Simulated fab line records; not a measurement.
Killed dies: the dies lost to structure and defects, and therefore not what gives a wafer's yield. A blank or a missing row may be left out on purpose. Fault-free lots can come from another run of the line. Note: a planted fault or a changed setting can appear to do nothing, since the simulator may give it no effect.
Which tool was responsible? / flow ritCmos / 14 lots, 42 wafers sampled, at 2 steps of a route of 202

## WHAT EACH GAUGE READ, for each wafer
No reading from a measuring or inspecting step in the record can be judged against a usual standard deviation.

## WHICH TOOL RAN EACH LOT (tool, then ch and the chambers of the sampled wafers, then the start)
lot=L297; RIT_GATE_OXIDATION_05=furnace-04 ch 0, day 2 10:13; RIT_M1_PROBE_99=prober-01, day 3 15:31
lot=L298; RIT_GATE_OXIDATION_05=furnace-01 ch 0, day 2 16:04; RIT_M1_PROBE_99=prober-02, day 3 22:52
lot=L299; RIT_GATE_OXIDATION_05=furnace-01 ch 0, day 2 22:11; RIT_M1_PROBE_99=prober-01, day 4 02:10
lot=L300; RIT_GATE_OXIDATION_05=furnace-01 ch 0, day 2 23:31; RIT_M1_PROBE_99=prober-02, day 4 04:13
lot=L301; RIT_GATE_OXIDATION_05=furnace-01 ch 0, day 3 05:22; RIT_M1_PROBE_99=prober-01, day 4 10:10
lot=L302; RIT_GATE_OXIDATION_05=furnace-04 ch 0, day 3 12:02; RIT_M1_PROBE_99=prober-02, day 4 14:35
lot=L308; RIT_GATE_OXIDATION_05=furnace-04 ch 0, day 4 15:55; RIT_M1_PROBE_99=prober-02, day 5 18:11
lot=L309; RIT_GATE_OXIDATION_05=furnace-04 ch 0, day 4 21:44; RIT_M1_PROBE_99=prober-01, day 5 22:49
lot=L314; RIT_GATE_OXIDATION_05=furnace-01 ch 0, day 5 23:25; RIT_M1_PROBE_99=prober-02, day 7 03:42
lot=L315; RIT_GATE_OXIDATION_05=furnace-01 ch 0, day 6 03:14; RIT_M1_PROBE_99=prober-01, day 7 06:29
lot=L316; RIT_GATE_OXIDATION_05=furnace-01 ch 0, day 6 12:18; RIT_M1_PROBE_99=prober-01, day 7 12:55
lot=L317; RIT_GATE_OXIDATION_05=furnace-01 ch 0, day 6 13:23; RIT_M1_PROBE_99=prober-02, day 7 14:55
lot=L319; RIT_GATE_OXIDATION_05=furnace-03 ch 0, day 7 00:07; RIT_M1_PROBE_99=prober-02, day 8 05:17
lot=L320; RIT_GATE_OXIDATION_05=furnace-03 ch 0, day 7 05:49; RIT_M1_PROBE_99=prober-01, day 8 08:43
- RIT_GATE_OXIDATION_05: target thk 3 nm, ox time 270 s.
- RIT_M1_PROBE_99

## AS READ BY THE TOOLS THEMSELVES (means over the sampled wafers that have a number; for cases with no such wafer, the mark the record gives instead)
RIT_GATE_OXIDATION_05.
lot=L297; tool=furnace-04; spikeTcCentreC (C)=901.2; spikeTcSourceC (C)=922
lot=L298; tool=furnace-01; spikeTcCentreC (C)=902.4; spikeTcSourceC (C)=918
lot=L299; tool=furnace-01; spikeTcCentreC (C)=902.5; spikeTcSourceC (C)=918
lot=L300; tool=furnace-01; spikeTcCentreC (C)=902.1; spikeTcSourceC (C)=918
lot=L301; tool=furnace-01; spikeTcCentreC (C)=903.4; spikeTcSourceC (C)=918
lot=L302; tool=furnace-04; spikeTcCentreC (C)=900.7; spikeTcSourceC (C)=921
lot=L308; tool=furnace-04; spikeTcCentreC (C)=903.0; spikeTcSourceC (C)=921
lot=L309; tool=furnace-04; spikeTcCentreC (C)=903.1; spikeTcSourceC (C)=921
lot=L314; tool=furnace-01; spikeTcCentreC (C)=902.2; spikeTcSourceC (C)=919
lot=L315; tool=furnace-01; spikeTcCentreC (C)=903.5; spikeTcSourceC (C)=918
lot=L316; tool=furnace-01; spikeTcCentreC (C)=901.5; spikeTcSourceC (C)=918
lot=L317; tool=furnace-01; spikeTcCentreC (C)=902.3; spikeTcSourceC (C)=917
lot=L319; tool=furnace-03; spikeTcCentreC (C)=902.9; spikeTcSourceC (C)=925
lot=L320; tool=furnace-03; spikeTcCentreC (C)=903.6; spikeTcSourceC (C)=926

RIT_M1_PROBE_99.
lot=L297 tool=prober-01 killedAtContacts=0.3 killedAtFrontEnd=8.7 killedDies=9.0 killedOnRim=2.0 killedOpen=3.3 killedShort=5.7
lot=L298 tool=prober-02 killedAtContacts=0.0 killedAtFrontEnd=8.3 killedDies=8.3 killedOnRim=3.7 killedOpen=4.3 killedShort=4.0
lot=L299 tool=prober-01 killedAtContacts=0.0 killedAtFrontEnd=7.0 killedDies=7.0 killedOnRim=2.3 killedOpen=4.7 killedShort=2.3
lot=L300 tool=prober-02 killedAtContacts=0.0 killedAtFrontEnd=5.7 killedDies=5.7 killedOnRim=2.7 killedOpen=2.0 killedShort=3.7
lot=L301 tool=prober-01 killedAtContacts=0.0 killedAtFrontEnd=6.0 killedDies=6.0 killedOnRim=2.3 killedOpen=3.0 killedShort=3.0
lot=L302 tool=prober-02 killedAtContacts=0.0 killedAtFrontEnd=8.0 killedDies=8.0 killedOnRim=1.7 killedOpen=3.0 killedShort=5.0
lot=L308 tool=prober-02 killedAtContacts=0.0 killedAtFrontEnd=104.3 killedDies=104.3 killedOnRim=26.7 killedOpen=3.3 killedShort=2.0
lot=L309 tool=prober-01 killedAtContacts=0.0 killedAtFrontEnd=104.3 killedDies=104.3 killedOnRim=28.0 killedOpen=2.0 killedShort=4.7
lot=L314 tool=prober-02 killedAtContacts=0.0 killedAtFrontEnd=6.3 killedDies=6.3 killedOnRim=1.0 killedOpen=2.7 killedShort=3.7
lot=L315 tool=prober-01 killedAtContacts=0.0 killedAtFrontEnd=4.3 killedDies=4.3 killedOnRim=2.0 killedOpen=2.3 killedShort=2.0
lot=L316 tool=prober-01 killedAtContacts=0.0 killedAtFrontEnd=7.0 killedDies=7.0 killedOnRim=2.3 killedOpen=3.3 killedShort=3.7
lot=L317 tool=prober-02 killedAtContacts=0.0 killedAtFrontEnd=9.7 killedDies=9.7 killedOnRim=1.7 killedOpen=5.0 killedShort=4.7
lot=L319 tool=prober-02 killedAtContacts=0.0 killedAtFrontEnd=5.7 killedDies=5.7 killedOnRim=0.3 killedOpen=2.3 killedShort=3.3
lot=L320 tool=prober-01 killedAtContacts=0.0 killedAtFrontEnd=8.0 killedDies=8.0 killedOnRim=1.7 killedOpen=3.0 killedShort=5.0

## THE ANSWER, worked out from the rows above alone
Rule: the lots themselves supply what counts as usual. Put in order of their means at a reading, lots are off if they are a third of the lots or fewer, leave a main group of 4 or more, and stand apart from it by a gap of 3 or more times the standard deviation of the main group's means; of several such gaps the widest counts. A main group whose means are all the same, to the digits that the tables above print for the reading, isn't used. Also off: a lot with no number at a reading for which 4 or more lots have one. The other lots that the step has rows for count as sound. After the gauges, taken in route order, come the tools' own readings; for these a lot's mean is taken, as printed above. At the first step where some lot is off, the reading lying furthest off is the one used; lots without a number count as furthest.
Off: L308, L309, at RIT_M1_PROBE_99 (killedAtFrontEnd). Main group: mean 7.1, sd 1.5.
If a tool, at that step or one of the process steps before it, ran each lot that is off and ran no sound lot following the first of them, it fits. One fits: RIT_GATE_OXIDATION_05 on furnace-04. A fault onset in the window from L302 (day 3 12:02, its last sound lot) to L308 (day 4 15:55, its first lot off) fits.

## WHAT THE SIMULATOR HAD INSERTED
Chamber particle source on furnace-04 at RIT_GATE_OXIDATION_05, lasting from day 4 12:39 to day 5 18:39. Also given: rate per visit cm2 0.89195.
Struck lots among those shown: L308, L309. Same finding as the rule above.
